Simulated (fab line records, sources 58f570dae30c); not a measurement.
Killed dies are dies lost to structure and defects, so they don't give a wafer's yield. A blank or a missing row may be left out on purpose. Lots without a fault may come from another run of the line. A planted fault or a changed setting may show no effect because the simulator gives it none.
fab line records | flow berkeley_cmos170
record lots=6 wafers=18 last_day=12
route steps=331 shown V1@256
lots that met no fault: from a run of the same line without faults
start_h: hours from the record's first day to the start of the lot's first wafer shown | wait_h: hours since the lot's step before | " the same as in the row above | L1.1+2: a row that stands for several wafers | - no value, or no start given | * or withheld: withheld | < > ~ a bound
route shown NAME@n: a module of which the file shows steps, and the number in the route of the first | usual: mean/standard deviation of fault-free wafers | same: alike in all rows | chamber/n: place in a boat | sites: the reading at each site | _std_site: their standard deviation | _edge_site: outer sites' mean less inner sites' | radius_mm: how far each site lies from the wafer's centre | mask NAME#n: copy n | behind: the tool/chamber that last shaped the wafer | hold: why the lot was held/for how many hours/how that ended | device: the transistor (n, p or np) that didn't switch | end of line: the same wafers' tests at the end of the route | a step without rows: its recipe alone | killed: dies lost to structure and defects at the first sort, not the wafer's yield | map: a wafer's dies, x killed, . not, _ none there
set.NAME: the setting as run; set.NAME@STEP: as run at that earlier step | model.NAME: the simulator's own value behind a step, which no gauge read
lots at some steps of the route; a table a step, a row a wafer
services: from which hour (start_h, from the record's first day; less than 0 if before it) a tool's chamber was out of use, for how many hours, and why
## steps
# step UCB170_V1_CMP_02
# recipe material=SiO2 down_force_psi=6 platen_rpm=60 pad_velocity_m_s=0.75398
# usual motor_current_A=17.0/1.8
# columns lot.wafer tool chamber start_h wait_h motor_current_A
L139.1 cmp-01 2 159.86 0.1 15.4
L139.2 " 3 " " 16.3
L139.3 " 1 " " 19.8
L146.4 cmp-01 0 200.11 0.1 18.4
L146.2 " 1 " " 18.8
L146.6 " 2 " " 15.2
L144.3 cmp-02 0 204.23 0.1 20.7
L144.1 " 2 " " 17.2
L144.6 " 3 " " 16.7
L147.2 cmp-01 3 217.20 0.3 15.4
L147.3 " 0 " " 18.1
L147.6 " 2 " " 16.1
L149.1 cmp-01 3 222.85 0.1 15.2
L149.2 " 0 " " 19.1
L149.4 " 1 " " 18.5
L157.2 cmp-01 3 278.40 0.0 15.0
L157.3 " 2 " " 15.2
L157.5 " 0 " " 18.2
# step UCB170_V1_BOW_MEAS_03
# recipe mode=bow
# usual V1_BOW=18/6.8
# columns lot.wafer tool chamber start_h wait_h V1_BOW[um]
L139.1 film_metro-01 - 160.16 0.2 13
L139.2 " - " " 9
L139.3 " - " " 10
L146.2 film_metro-03 - 200.36 0.1 24
L146.4 " - " " 9
L146.6 " - " " 25
L144.1 film_metro-02 - 204.48 0.1 25
L144.3 " - " " 15
L144.6 " - " " 13
L147.2 film_metro-03 - 217.47 0.2 15
L147.3 " - " " 14
L147.6 " - " " 20
L149.1 film_metro-01 - 223.15 0.2 15
L149.2 " - " " 18
L149.4 " - " " 17
L157.2 film_metro-03 - 278.72 0.3 22
L157.3 " - " " 20
L157.5 " - " " 25
# step UCB170_V1_THK_MEAS_04
# recipe reads=SiO2_of_V1_CVD_00
# usual V1_POLISHED_THK=1000.0/1.2
# columns lot.wafer tool chamber start_h wait_h V1_POLISHED_THK[nm]
L139.1 film_metro-01 - 160.28 0.1 1001.5
L139.2 " - " " 1001.9
L139.3 " - " " 1000.1
L146.2 film_metro-03 - 200.47 0.1 997.3
L146.4 " - " " 1000.6
L146.6 " - " " 999.0
L144.1 film_metro-02 - 204.60 0.1 1000.2
L144.3 " - " " 1000.0
L144.6 " - " " 998.1
L147.2 film_metro-03 - 217.58 0.1 998.3
L147.3 " - " " 1000.0
L147.6 " - " " 999.9
L149.1 film_metro-01 - 223.27 0.1 997.7
L149.2 " - " " 1000.4
L149.4 " - " " 998.1
L157.2 film_metro-03 - 278.83 0.1 1000.5
L157.3 " - " " 1000.2
L157.5 " - " " 1001.4
# step UCB170_V1_CLEAN_05
# recipe chemistry=DIW
# step UCB170_V1_HMDS_06
# recipe prime_time_s=60 prime_temp_c=100
# step UCB170_V1_COAT_07
# recipe resist=KrF spin_rpm=1500 resist_thk_nm=900
# step UCB170_V1_SOFTBAKE_08
# recipe resist=KrF temp_c=130 time_s=60
# step UCB170_V1_EXPOSE_09
# recipe mask_id=VIA1 target_cd_nm=700 na=0.5 sigma_outer=0.6 source_shape=conventional dose_mj=37
# step UCB170_V1_PEB_10
# recipe peb_temp_c=130 peb_time_s=withheld resist=KrF
# step UCB170_V1_DEVELOP_11
# recipe developer=TMAH develop_time_s=45 resist=KrF dev_temp_c=21
# step UCB170_V1_CD_MEAS_12
# recipe target_cd_nm=700
# usual cd_nm=699.7/1.2
# columns lot.wafer tool chamber start_h wait_h cd_nm
L139.1 cd_sem-02 - 161.50 - 700.3
L139.2 " - " " 699.4
L139.3 " - " " 701.1
L146.2 cd_sem-01 - 204.03 - 701.9
L146.4 " - " " 702.3
L146.6 " - " " 701.5
L144.1 cd_sem-01 - 206.22 - 700.3
L144.3 " - " " 700.9
L144.6 " - " " 701.5
L147.2 cd_sem-02 - 219.18 - 697.7
L147.3 " - " " 698.7
L147.6 " - " " 698.1
L149.1 cd_sem-02 - 225.11 - 700.6
L149.2 " - " " 700.6
L149.4 " - " " 700.9
L157.2 cd_sem-02 - 280.07 - 699.8
L157.3 " - " " 699.2
L157.5 " - " " 699.4
# step UCB170_V1_OVL_MEAS_13
# usual V1_OVL=1/5.2
# columns lot.wafer tool chamber start_h wait_h V1_OVL[nm]
L139.1 overlay-01 - 161.62 0.1 -2
L139.2 " - " " -7
L139.3 " - " " 7
L146.2 overlay-02 - 204.13 0.1 -7
L146.4 " - " " -10
L146.6 " - " " -7
L144.1 overlay-01 - 206.34 0.1 10
L144.3 " - " " 4
L144.6 " - " " 3
L147.2 overlay-01 - 219.28 0.1 6
L147.3 " - " " 4
L147.6 " - " " -1
L149.1 overlay-01 - 225.23 0.1 11
L149.2 " - " " 3
L149.4 " - " " 10
L157.2 overlay-02 - 280.18 0.1 1
L157.3 " - " " 9
L157.5 " - " " 5
# step UCB170_V1_ETCH_14
# recipe chemistry=CHF3/CF4/Ar target=SiO2 stop_on=Al CHF3_flow_sccm=45 cf4_flow_sccm=15 Ar_flow_sccm=150 pressure_mtorr=200 rf_w=700 target_depth_a=12500 over_etch_frac=0.25 time_s=291
# usual CHF3_flow_sccm=45.01/0.12 cf4_flow_sccm=14.99/0.046 drypump_motor_current_A=5.8/0.38 oes_product_au=0.882/0.016 over_etch_frac=0.25/0 throttle_valve_pct=7.00/0.12
# columns lot.wafer tool chamber start_h wait_h CHF3_flow_sccm cf4_flow_sccm drypump_motor_current_A oes_product_au over_etch_frac rf_hours_counter_h throttle_valve_pct model.KrF_of_V1_COAT_07.thk_nm
L139.1 rie_diel-03 1 161.65 0.0 44.93 14.98 5.3 0.862 0.25 2 6.98 608.4
L139.2 " 3 " " 44.99 15.03 5.8 0.906 0.25 130 7.04 616.3
L139.3 " 0 " " 44.90 14.99 6.2 0.874 0.25 55 7.15 615
L146.2 rie_diel-04 3 204.16 0.0 - - - - - - - 884.4
L146.4 " 1 " " - - - - - - - 888
L146.6 " 0 " " - - - - - - - 889.4
L144.1 rie_diel-03 1 206.38 0.0 - - - - - - - 890.2
L144.3 " 3 " " - - - - - - - 890.2
L144.6 " 1 " " - - - - - - - 890.5
L147.2 rie_diel-04 0 219.31 0.0 45.02 14.99 5.5 0.862 0.25 2 6.91 609.8
L147.3 " 3 " " 44.87 15.05 5.6 0.891 0.25 24 7.09 600.3
L147.6 " 3 " " 45.14 14.94 5.6 0.883 0.25 - 7.09 602.2
L149.1 rie_diel-02 2 225.27 0.0 45.17 14.97 5.1 0.872 0.25 15 6.96 623.7
L149.2 " 1 " " 45.14 14.95 6.1 0.889 0.25 16 6.94 613.2
L149.4 " 0 " " 44.79 15.00 5.5 0.889 0.25 18 7.13 614.9
L157.2 rie_diel-02 1 280.21 0.0 44.94 14.99 6.1 0.877 0.25 18 6.94 609.6
L157.3 " 3 " " 44.97 14.99 5.6 0.901 0.25 10 7.09 611.8
L157.5 " 3 " " 45.19 14.98 5.6 0.902 0.25 - 7.10 609.6
# step UCB170_V1_STRIP_15
# recipe chemistry=O2 power_w=400 pressure_mtorr=3500 platen_temp_c=withheld o2_flow_sccm=400 overash_fraction=0.5
# usual drypump_motor_current_A=5.7/0.69 oes_product_au=0.722/0.0041 strip_time_to_endpoint_s=15.33/0.14
# columns lot.wafer tool chamber start_h wait_h drypump_motor_current_A oes_product_au rf_hours_counter_h strip_time_to_endpoint_s
L139.1 plasma_asher-02 0 161.83 0.1 5.8 0.729 5 15.27
L139.2 " 1 " " 6.5 0.724 5 15.47
L139.3 " 0 " " 5.9 0.724 - 15.43
L146.2 plasma_asher-04 1 204.34 0.1 6.0 0.738 52 21.58
L146.4 " 1 " " 6.0 0.738 - 21.67
L146.6 " 0 " " 4.8 0.738 - 21.70
L144.1 plasma_asher-03 0 206.55 0.1 6.5 0.732 36 21.74
L144.3 " 1 " " 5.0 0.736 - 21.74
L144.6 " 1 " " 5.0 0.733 - 21.74
L147.2 plasma_asher-02 0 219.49 0.1 5.8 0.719 11 15.31
L147.3 " 1 " " 6.5 0.719 - 15.08
L147.6 " 0 " " 5.8 0.716 - 15.14
L149.1 plasma_asher-04 1 225.45 0.1 6.0 0.719 54 15.64
L149.2 " 0 " " 4.8 0.723 54 15.38
L149.4 " 0 " " 4.8 0.724 - 15.39
L157.2 plasma_asher-03 1 280.39 0.1 5.0 0.726 45 15.32
L157.3 " 0 " " 6.5 0.713 - 15.34
L157.5 " 0 " " 6.5 0.724 - 15.31
# step UCB170_V1_CD_MEAS_90
# recipe target_cd_nm=700
# usual cd_nm=699.7/1.5
# columns lot.wafer tool chamber start_h wait_h cd_nm
L139.1 cd_sem-02 - 161.93 0.1 700.5
L139.2 " - " " 700.1
L139.3 " - " " 701.9
L146.2 cd_sem-01 - 204.46 0.1 -
L146.4 " - " " -
L146.6 " - " " -
L144.1 cd_sem-02 - 206.65 0.1 -
L144.3 " - " " -
L144.6 " - " " -
L147.2 cd_sem-01 - 219.61 0.1 696.2
L147.3 " - " " 699.1
L147.6 " - " " 697.6
L149.1 cd_sem-01 - 225.55 0.1 700.5
L149.2 " - " " 701.5
L149.4 " - " " 702.0
L157.2 cd_sem-01 - 280.51 0.1 699.9
L157.3 " - " " 699.1
L157.5 " - " " 699.4
## services
# columns tool chamber start_h hours kind
plasma_asher-04 - 150.88 0.5 repair
rie_diel-04 0 161.07 - clean
rie_diel-04 0 161.07 14.6 scheduled_down
rie_diel-04 0 161.07 14.6 vent_cycle
rie_diel-02 0 167.86 4.2 repair
rie_diel-02 2 185.89 5.7 repair
rie_diel-04 - 188.90 2.1 repair
rie_diel-02 - 200.88 0.9 repair
cmp-02 - 201.03 1.3 repair
rie_diel-04 2 205.60 7.1 repair
cmp-02 - 216.01 7.0 pm
cmp-01 - 218.66 0.5 repair
cmp-01 - 232.00 4.0 pm
cmp-01 - 236.00 - consumable_replace:conditioner
cmp-01 - 236.00 - consumable_replace:pad
cmp-01 - 236.00 4.4 pm
plasma_asher-02 - 248.15 7.4 repair
rie_diel-04 0 262.01 8.3 repair
rie_diel-04 3 263.32 9.2 repair
rie_diel-04 1 271.20 6.3 repair
rie_diel-03 3 277.87 - clean
## key
first_sign step=UCB170_V1_ETCH_14 reading=tool_record direction=missing
effect step=UCB170_V1_STRIP_15 reading=strip_time_to_endpoint_s direction=up sigmas=47 usual=* struck=*
effect step=UCB170_V1_CD_MEAS_90 reading=cd_nm direction=missing
model_effect step=UCB170_V1_ETCH_14 value=KrF_of_V1_COAT_07.thk_nm without=610.2 struck=888.8
met_at UCB170_V1_ETCH_14
struck_wafers L144.1,L144.3,L144.6,L146.2,L146.4,L146.6
later_rows_left_out L144.1,L144.3,L144.6,L146.2,L146.4,L146.6
sort_left_out L144.1,L144.3,L144.6,L146.2,L146.4,L146.6
onset_between 161.65 204.16
fault kind=skipped_step_whole tool=rie_diel-03,rie_diel-04 chamber=- onset_h=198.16 steps=UCB170_V1_ETCH_14 scope=struck_lots_only
# sort_left_out: the simulated sort isn't trusted on such a fault, so these wafers' sort isn't shown, and their yield isn't known
# later_rows_left_out: the simulator's readings of these wafers behind a module that went badly wrong aren't trusted and aren't shown, but for the sort
